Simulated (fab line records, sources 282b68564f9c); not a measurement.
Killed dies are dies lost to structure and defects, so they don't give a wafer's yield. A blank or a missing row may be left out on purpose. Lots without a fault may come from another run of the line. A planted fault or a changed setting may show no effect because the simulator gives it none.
Which tool did it? | flow rit_cmos | 14 lots, 42 wafers sampled, at 2 steps of a route of 202

WHAT THE GAUGES READ, wafer by wafer
RIT_GATE_THK_MEAS_07. Usual: GATE_OXIDE_THK 3.04 nm, standard deviation 0.062.
lot  | measured    | on            | GATE_OXIDE_THK (nm) | flag
L814 | day 2 19:49 | film_metro-02 | 2.96 2.96 3.04      |
L815 | day 3 01:11 | film_metro-02 | 2.97 3.03 2.91      |
L817 | day 3 10:38 | film_metro-03 | 3.01 3.09 3.03      |
L818 | day 3 15:59 | film_metro-01 | 3.11 3.05 3.06      |
L819 | day 3 20:44 | film_metro-02 | 3.03 3.05 3.00      |
L820 | day 4 02:47 | film_metro-02 | 3.16 3.05 3.05      |
L821 | day 4 05:49 | film_metro-02 | 3.02 2.99 2.99      |
L823 | day 4 16:17 | film_metro-02 | 2.95 2.98 2.97      |
L824 | day 4 21:43 | film_metro-02 | 3.09 3.06 3.08      |
L825 | day 5 02:38 | film_metro-02 | 3.00 3.00 3.09      |
L826 | day 5 07:36 | film_metro-02 | 2.97 3.03 2.99      |
L829 | day 6 00:22 | film_metro-02 | 3.90 3.78 3.89      | OFF
L831 | day 6 08:44 | film_metro-01 | 2.99 3.05 3.02      |
L833 | day 6 18:47 | film_metro-03 | 3.82 3.74 3.80      | OFF

WHICH TOOL RAN EACH LOT (tool, then ch and the chambers of the sampled wafers, then the start)
lot  | RIT_GATE_OXIDATION_05
L814 | furnace-04 ch 0, day 2 18:29
L815 | furnace-04 ch 0, day 2 22:43
L817 | furnace-04 ch 0, day 3 08:41
L818 | furnace-02 ch 0, day 3 14:39
L819 | furnace-02 ch 0, day 3 18:50
L820 | furnace-02 ch 0, day 4 01:28
L821 | furnace-02 ch 0, day 4 04:28
L823 | furnace-02 ch 0, day 4 14:56
L824 | furnace-03 ch 0, day 4 19:56
L825 | furnace-02 ch 0, day 5 01:17
L826 | furnace-02 ch 0, day 5 06:16
L829 | furnace-02 ch 0, day 5 23:02
L831 | furnace-03 ch 0, day 6 07:25
L833 | furnace-02 ch 0, day 6 17:16
- RIT_GATE_OXIDATION_05: target thk 3 nm, ox time 270 s.

WHAT THE TOOLS THEMSELVES READ (means of the sampled wafers that have a number; where no wafer has one, the mark that the record gives instead)
RIT_GATE_OXIDATION_05. Usual: spike_tc_centre_C 902.4 C, standard deviation 1; spike_tc_load_C 925.3 C, standard deviation 1.3; spike_tc_source_C 923.3 C, standard deviation 1.1; tube_center_temp_C 900 C, standard deviation 0.089; tube_center_temp_C_max 902.4, standard deviation 0.41.
lot  | tool       | spike_tc_centre_C (C) | spike_tc_load_C (C) | spike_tc_source_C (C) | tube_center_temp_C (C) | tube_center_temp_C_max | flag
L814 | furnace-04 | 902.5                 | 923.3               | 924.0                 | 900                    | 902.5                  |
L815 | furnace-04 | 902.5                 | 924.3               | 924.2                 | 900                    | 902.4                  |
L817 | furnace-04 | 901.9                 | 924.1               | 924.6                 | 900                    | 902.7                  |
L818 | furnace-02 | 902.3                 | 925.3               | 922.8                 | 900                    | 902.2                  |
L819 | furnace-02 | 902.9                 | 925.7               | 923.0                 | 900                    | 902.3                  |
L820 | furnace-02 | 903.4                 | 926.0               | 922.8                 | 900                    | 902.4                  |
L821 | furnace-02 | 902.3                 | 926.1               | 922.5                 | 900                    | 902.7                  |
L823 | furnace-02 | 902.7                 | 926.4               | 921.8                 | 900                    | 902.3                  |
L824 | furnace-03 | 902.6                 | 925.7               | 924.2                 | 900                    | 902.2                  |
L825 | furnace-02 | 902.7                 | 926.7               | 922.6                 | 900                    | 902.2                  |
L826 | furnace-02 | 901.4                 | 925.7               | 922.7                 | 900                    | 902.0                  |
L829 | furnace-02 | 923.2                 | 946.2               | 942.9                 | 920                    | 922.7                  | OFF
L831 | furnace-03 | 902.9                 | 926.0               | 924.1                 | 900                    | 902.1                  |
L833 | furnace-02 | 922.4                 | 947.0               | 942.8                 | 920                    | 922.5                  | OFF

THE ANSWER, worked out from the rows above alone
Rule: a lot is off if the mean of its wafers that have a number lies more than 3 standard deviations from the usual mean. A lot without any number at a reading at which 4 lots or more have one is off too. The other lots that the step has rows for count as sound. The gauges are gone through in route order, then the tools' own readings, and for those a lot's mean is taken as printed above. The first step at which some lot is off is used, and at that step the reading that is off furthest; a lot without a number counts as furthest.
Off: L829, L833, at RIT_GATE_THK_MEAS_07 (GATE_OXIDE_THK).
A tool fits if, at a process step before that reading, it ran every lot that is off, and no sound lot after the first of them. The gauges at RIT_GATE_THK_MEAS_07 aren't tried: what is off there is off at RIT_GATE_OXIDATION_05 too, on other tools, and a gauge's error can't cause that. One fits: furnace-02 at RIT_GATE_OXIDATION_05. Its last sound lot is L826 (day 5 06:16), its first lot that is off L829 (day 5 23:02): a fault that began between those two fits.
The tool's own readings at RIT_GATE_OXIDATION_05 bear it out: on the lots that are off they differ by more than 5 times the standard deviation of the sound lots' means. spike_tc_centre_C reads 922.8 C there against 902.5 C on the sound lots; spike_tc_load_C reads 946.6 C there against 925.4 C on the sound lots; spike_tc_source_C reads 942.8 C there against 923.3 C on the sound lots; tube_center_temp_C reads 920 C there against 900 C on the sound lots; tube_center_temp_C_max reads 922.6 there against 902.3 on the sound lots.

WHAT THE SIMULATOR HAD PUT IN
Process parameter drift: furnace-02, from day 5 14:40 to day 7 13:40, at RIT_GATE_OXIDATION_05. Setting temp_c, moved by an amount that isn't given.
Lots struck among those shown: L829, L833. The rule above found the same.
